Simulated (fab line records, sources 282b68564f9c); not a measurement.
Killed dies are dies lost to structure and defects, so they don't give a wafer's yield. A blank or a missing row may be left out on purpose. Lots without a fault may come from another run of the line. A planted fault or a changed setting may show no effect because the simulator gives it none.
fab line records | flow rit_cmos
record lots=14 wafers=42 last_day=8
route steps=202 shown PLDD@123 M1@202
lots that met no fault: from a run of the same line without faults
start_h: hours from the record's first day to the start of the lot's first wafer shown | wait_h: hours since the lot's step before | " the same as in the row above | L1.1+2: a row that stands for several wafers | - no value, or no start given | * or withheld: withheld | < > ~ a bound
route shown NAME@n: a module of which the file shows steps, and the number in the route of the first | usual: mean/standard deviation of fault-free wafers | same: alike in all rows | chamber/n: place in a boat | sites: the reading at each site | _std_site: their standard deviation | _edge_site: outer sites' mean less inner sites' | radius_mm: how far each site lies from the wafer's centre | mask NAME#n: copy n | behind: the tool/chamber that last shaped the wafer | hold: why the lot was held/for how many hours/how that ended | device: the transistor (n, p or np) that didn't switch | end of line: the same wafers' tests at the end of the route | a step without rows: its recipe alone | killed: dies lost to structure and defects at the first sort, not the wafer's yield | map: a wafer's dies, x killed, . not, _ none there
set.NAME: the setting as run; set.NAME@STEP: as run at that earlier step | model.NAME: the simulator's own value behind a step, which no gauge read
steps of the route over a sample of lots; a table a step, a row a wafer
services: from which hour (start_h, from the record's first day; less than 0 if before it) a tool's chamber was out of use, for how many hours, and why
## steps
# step RIT_PLDD_STRIP_09
# recipe chemistry=O2 time_s=180 resist=NOVOLAK platen_temp_c=withheld power_w=500 pressure_mtorr=4000 o2_flow_sccm=4000
# usual chamber_pressure_mTorr=4000/3.5 drypump_motor_current_A=5.8/0.47
# columns lot.wafer tool chamber start_h wait_h chamber_pressure_mTorr drypump_motor_current_A rf_hours_counter_h
L729.1 plasma_asher-01 1 54.07 0.1 4002 6.0 37
L729.4 " 0 " " 4002 4.7 -
L729.6 " 0 " " 4000 4.7 -
L732.2 plasma_asher-02 0 67.13 0.1 4008 5.8 41
L732.4 " 1 " " 3999 5.6 -
L732.6 " 1 " " 3996 5.7 -
L733.1 plasma_asher-02 0 69.07 0.1 3998 5.8 41
L733.4 " 0 " " 4003 5.8 -
L733.5 " 0 " " 4003 5.8 -
L735.3 plasma_asher-02 1 81.00 0.1 4001 5.6 -
L735.4 " 0 " " 4007 5.8 -
L735.5 " 1 " " 4003 5.6 -
L736.1 plasma_asher-03 1 83.82 0.1 - - -
L736.2 " 0 " " - - -
L736.6 " 1 " " - - -
L737.2 plasma_asher-01 0 86.37 0.1 - - -
L737.4 " 1 " " - - -
L737.6 " 1 " " - - -
L738.1 plasma_asher-03 1 95.73 0.1 4005 5.9 33
L738.3 " 1 " " 4001 6.0 -
L738.4 " 0 " " 4005 6.4 -
L740.2 plasma_asher-03 1 99.56 0.1 4000 5.9 34
L740.4 " 0 " " 4002 6.4 -
L740.6 " 1 " " 3998 5.9 -
L745.1 plasma_asher-01 0 131.64 0.1 3997 4.8 46
L745.2 " 1 " " 4003 6.0 46
L745.3 " 1 " " 3997 6.0 -
L746.3 plasma_asher-01 0 145.84 0.1 4002 4.8 -
L746.4 " 1 " " 3995 6.0 -
L746.5 " 1 " " 4002 6.0 -
L747.2 plasma_asher-02 1 152.78 0.1 4004 5.6 47
L747.3 " 0 " " 4011 5.8 -
L747.6 " 0 " " 4005 5.8 -
L748.4 plasma_asher-01 1 161.39 0.1 4000 6.0 -
L748.5 " 1 " " 4007 6.0 -
L748.6 " 0 " " 3997 4.8 -
L750.3 plasma_asher-03 1 166.74 0.1 4000 5.9 -
L750.4 " 0 " " 3996 6.4 -
L750.6 " 0 " " 4000 6.4 -
L752.2 plasma_asher-03 0 181.63 0.1 3999 6.4 41
L752.3 " 1 " " 3993 5.9 -
L752.5 " 1 " " 4005 5.9 -
# step RIT_M1_PROBE_99
# usual killed_at_front_end=6.6/2.7 killed_dies=6.7/2.7 killed_on_rim=1.7/1.4 killed_open=3.4/2 killed_short=3.2/1.8
# same gross_dies=264 killed_at_M0_to_M3=0 killed_at_M4_up=0 killed_at_back_side=0 killed_at_contacts=0 killed_at_other=0
# columns lot.wafer tool chamber start_h wait_h killed_at_front_end killed_dies killed_on_rim killed_open killed_short
L729.1 prober-02 - 68.24 0.1 7 7 0 2 5
L729.4 prober-02 - 68.39 0.2 6 6 0 1 5
L729.6 prober-02 - 68.49 0.2 5 5 0 4 1
L732.2 prober-01 - 81.08 0.1 7 7 1 4 3
L732.4 prober-01 - 81.18 0.2 8 8 3 4 4
L732.6 prober-01 - 81.28 0.2 6 6 2 5 1
L733.1 prober-02 - 82.65 0.1 12 12 2 5 7
L733.4 prober-02 - 82.80 0.2 4 4 1 4 0
L733.5 prober-02 - 82.85 0.2 6 6 1 3 3
L735.3 prober-02 - 94.70 0.2 8 8 2 4 4
L735.4 prober-02 - 94.75 0.2 4 4 0 4 0
L735.5 prober-02 - 94.80 0.2 7 7 3 3 4
L736.1 prober-01 - 97.80 0.1 264 264 70 7 3
L736.2 prober-01 - 97.85 0.1 264 264 70 3 5
L736.6 prober-01 - 98.05 0.2 264 264 70 2 5
L737.2 prober-02 - 99.71 0.1 264 264 70 5 2
L737.4 prober-02 - 99.81 0.2 264 264 70 0 2
L737.6 prober-02 - 99.91 0.2 264 264 70 4 3
L738.1 prober-01 - 109.26 0.1 4 4 0 1 3
L738.3 prober-01 - 109.36 0.2 9 9 5 5 4
L738.4 prober-01 - 109.41 0.2 9 9 5 4 5
L740.2 prober-01 - 114.76 0.1 5 5 0 3 2
L740.4 prober-01 - 114.86 0.2 11 11 3 5 6
L740.6 prober-01 - 114.96 0.2 10 10 1 5 5
L745.1 prober-02 - 146.66 0.1 3 3 0 0 3
L745.2 prober-02 - 146.71 0.1 5 5 2 4 1
L745.3 prober-02 - 146.76 0.2 8 8 4 2 6
L746.3 prober-01 - 159.88 0.2 5 5 3 3 2
L746.4 prober-01 - 159.93 0.2 5 5 0 2 3
L746.5 prober-01 - 159.98 0.2 5 5 0 2 3
L747.2 prober-02 - 166.43 0.1 7 7 1 4 3
L747.3 prober-02 - 166.48 0.2 11 11 3 5 6
L747.6 prober-02 - 166.63 0.2 9 9 3 3 6
L748.4 prober-01 - 175.24 0.2 2 2 0 1 1
L748.5 prober-01 - 175.29 0.2 5 5 1 2 3
L748.6 prober-01 - 175.34 0.2 10 10 2 3 7
L750.3 prober-02 - 180.27 0.2 9 9 4 5 4
L750.4 prober-02 - 180.32 0.2 10 10 3 1 9
L750.6 prober-02 - 180.42 0.2 7 7 1 3 4
L752.2 prober-01 - 195.14 0.1 9 9 1 3 6
L752.3 prober-01 - 195.19 0.2 8 8 1 6 2
L752.5 prober-01 - 195.29 0.2 7 7 0 5 2
# killed by level:class
L729.1 SPACER:geometric_particle:short=3 GATE:geometric_particle:open=1 GATE:geometric_particle:short=1 REOX:geometric_particle:short=1 SPACER:geometric_particle:open=1
L729.4 FOX2:geometric_particle:short=2 GATE:geometric_particle:short=2 GATE:geometric_particle:open=1 SPACER:geometric_particle:short=1
L729.6 GATE:geometric_particle:open=2 FOX2:geometric_particle:open=1 GATE:geometric_particle:short=1 REOX:geometric_particle:open=1
L732.2 FOX1:geometric_particle:open=1 FOX2:geometric_particle:short=1 GATE:geometric_particle:short=1 GATE:geometric_particle:open=1 REOX:geometric_particle:open=1 SPACER:geometric_particle:short=1 SILICIDE:geometric_particle:open=1
L732.4 FOX1:geometric_particle:open=2 FOX1:geometric_particle:short=2 GATE:geometric_particle:open=2 GATE:geometric_particle:short=1 REOX:geometric_particle:short=1
L732.6 FOX1:geometric_particle:open=2 GATE:geometric_particle:open=2 REOX:geometric_particle:short=1 SPACER:geometric_particle:open=1
L733.1 GATE:geometric_particle:open=3 REOX:geometric_particle:short=3 FOX1:geometric_particle:short=2 FOX2:geometric_particle:open=2 FOX2:geometric_particle:short=1 SPACER:geometric_particle:short=1
L733.4 GATE:geometric_particle:open=3 FOX1:geometric_particle:open=1
L733.5 FOX1:geometric_particle:short=2 SILICIDE:geometric_particle:open=2 FOX2:geometric_particle:short=1 GATE:geometric_particle:open=1
L735.3 GATE:geometric_particle:open=3 GATE:geometric_particle:short=2 FOX1:geometric_particle:short=1 FOX1:geometric_particle:open=1 SILICIDE:geometric_particle:short=1
L735.4 FOX1:geometric_particle:open=2 GATE:geometric_particle:open=1 REOX:geometric_particle:open=1
L735.5 GATE:geometric_particle:open=2 FOX2:geometric_particle:short=1 GATE:geometric_particle:short=1 REOX:geometric_particle:open=1 REOX:geometric_particle:short=1 SPACER:geometric_particle:short=1
L736.1 SPACER:area_cvd=254 FOX1:geometric_particle:open=4 GATE:geometric_particle:open=3 GATE:geometric_particle:short=2 FOX1:geometric_particle:short=1
L736.2 SPACER:area_cvd=256 GATE:geometric_particle:short=3 SILICIDE:geometric_particle:open=2 REOX:geometric_particle:open=1 REOX:geometric_particle:short=1 SILICIDE:geometric_particle:short=1
L736.6 SPACER:area_cvd=257 GATE:geometric_particle:short=3 FOX1:geometric_particle:open=1 FOX1:geometric_particle:short=1 GATE:geometric_particle:open=1 REOX:geometric_particle:short=1
L737.2 SPACER:area_cvd=257 GATE:geometric_particle:open=4 SPACER:geometric_particle:open=1 SPACER:geometric_particle:short=1 SILICIDE:geometric_particle:short=1
L737.4 SPACER:area_cvd=262 FOX1:geometric_particle:short=1 SILICIDE:geometric_particle:short=1
L737.6 SPACER:area_cvd=257 FOX2:geometric_particle:open=3 SILICIDE:geometric_particle:short=2 FOX1:geometric_particle:short=1 SILICIDE:geometric_particle:open=1
L738.1 GATE:geometric_particle:short=2 GATE:geometric_particle:open=1 REOX:geometric_particle:short=1
L738.3 GATE:geometric_particle:open=3 SPACER:geometric_particle:short=3 FOX1:geometric_particle:short=1 FOX2:geometric_particle:open=1 SPACER:geometric_particle:open=1
L738.4 GATE:geometric_particle:open=3 GATE:geometric_particle:short=3 SPACER:geometric_particle:short=2 REOX:geometric_particle:open=1
L740.2 GATE:geometric_particle:open=2 GATE:geometric_particle:short=1 SPACER:geometric_particle:short=1 SILICIDE:geometric_particle:open=1
L740.4 GATE:geometric_particle:short=2 GATE:geometric_particle:open=2 SPACER:geometric_particle:short=2 SILICIDE:geometric_particle:short=2 SILICIDE:geometric_particle:open=2 SPACER:geometric_particle:open=1
L740.6 GATE:geometric_particle:open=4 GATE:geometric_particle:short=2 SILICIDE:geometric_particle:short=2 FOX1:geometric_particle:short=1 REOX:geometric_particle:open=1
L745.1 FOX1:geometric_particle:short=1 FOX2:geometric_particle:short=1 GATE:geometric_particle:short=1
L745.2 FOX1:geometric_particle:open=2 FOX2:geometric_particle:open=1 SPACER:geometric_particle:open=1 SILICIDE:geometric_particle:short=1
L745.3 GATE:geometric_particle:short=2 GATE:geometric_particle:open=2 SILICIDE:geometric_particle:short=2 FOX1:geometric_particle:short=1 FOX2:geometric_particle:short=1
L746.3 REOX:geometric_particle:open=3 GATE:geometric_particle:short=1 SPACER:geometric_particle:short=1
L746.4 FOX2:geometric_particle:short=2 GATE:geometric_particle:open=2 REOX:geometric_particle:short=1
L746.5 FOX1:geometric_particle:open=2 FOX1:geometric_particle:short=1 GATE:geometric_particle:short=1 SPACER:geometric_particle:short=1
L747.2 GATE:geometric_particle:open=2 GATE:geometric_particle:short=2 FOX1:geometric_particle:open=1 FOX2:geometric_particle:short=1 SILICIDE:geometric_particle:open=1
L747.3 GATE:geometric_particle:open=5 GATE:geometric_particle:short=4 FOX2:geometric_particle:short=1 REOX:geometric_particle:short=1
L747.6 FOX1:geometric_particle:short=2 REOX:geometric_particle:short=2 FOX2:geometric_particle:short=1 GATE:geometric_particle:short=1 GATE:geometric_particle:open=1 REOX:geometric_particle:open=1 SPACER:geometric_particle:open=1
L748.4 REOX:geometric_particle:open=1 SPACER:geometric_particle:short=1
L748.5 SPACER:geometric_particle:short=2 GATE:geometric_particle:short=1 REOX:geometric_particle:open=1 SPACER:geometric_particle:open=1
L748.6 GATE:geometric_particle:short=3 REOX:geometric_particle:short=3 GATE:geometric_particle:open=1 REOX:geometric_particle:open=1 SPACER:geometric_particle:short=1 SPACER:geometric_particle:open=1
L750.3 FOX1:geometric_particle:open=3 GATE:geometric_particle:short=2 FOX1:geometric_particle:short=1 GATE:geometric_particle:open=1 SPACER:geometric_particle:open=1 SILICIDE:geometric_particle:short=1
L750.4 GATE:geometric_particle:short=6 FOX1:geometric_particle:short=2 FOX1:geometric_particle:open=1 FOX2:geometric_particle:short=1
L750.6 GATE:geometric_particle:short=3 GATE:geometric_particle:open=2 FOX1:geometric_particle:open=1 SILICIDE:geometric_particle:short=1
L752.2 REOX:geometric_particle:short=3 FOX1:geometric_particle:short=1 GATE:geometric_particle:open=1 REOX:geometric_particle:open=1 SPACER:geometric_particle:short=1 SILICIDE:geometric_particle:short=1 SILICIDE:geometric_particle:open=1
L752.3 GATE:geometric_particle:open=4 FOX1:geometric_particle:open=2 REOX:geometric_particle:short=1 SILICIDE:geometric_particle:short=1
L752.5 FOX1:geometric_particle:open=2 FOX2:geometric_particle:open=2 GATE:geometric_particle:short=1 SILICIDE:geometric_particle:short=1 SILICIDE:geometric_particle:open=1
## services
# columns tool chamber start_h hours kind
plasma_asher-02 - 30.61 0.4 repair
plasma_asher-02 - 83.87 14.6 pm
plasma_asher-01 - 103.33 0.4 repair
plasma_asher-02 - 171.97 1.6 repair
## key
first_sign step=RIT_PLDD_STRIP_09 reading=tool_record direction=missing
effect step=RIT_M1_PROBE_99 reading=killed_dies direction=up sigmas=94 usual=6.7 struck=264
more_kills_born_at RIT_SPACER_CVD_03@lpcvd-01=776 RIT_SPACER_CVD_03@lpcvd-02=767
met_at RIT_PLDD_STRIP_09
struck_lots L736,L737
later_rows_left_out L736.1,L736.2,L736.6,L737.2,L737.4,L737.6
tester_left_out L736,L737
onset_between 54.07 83.82
fault kind=skipped_step_whole tool=plasma_asher-01,plasma_asher-03 chamber=- onset_h=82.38 steps=RIT_PLDD_STRIP_09 scope=struck_lots_only
# tester_left_out: of these lots the tester's yield and bins aren't shown, on N5 and GAA mostly nor the transistor test; their killed dies are dies lost to structure and defects alone, not to doping, threshold or leakage, so they don't give the yield
# later_rows_left_out: the simulator's readings of these wafers behind a module that went badly wrong aren't trusted and aren't shown, but for the sort
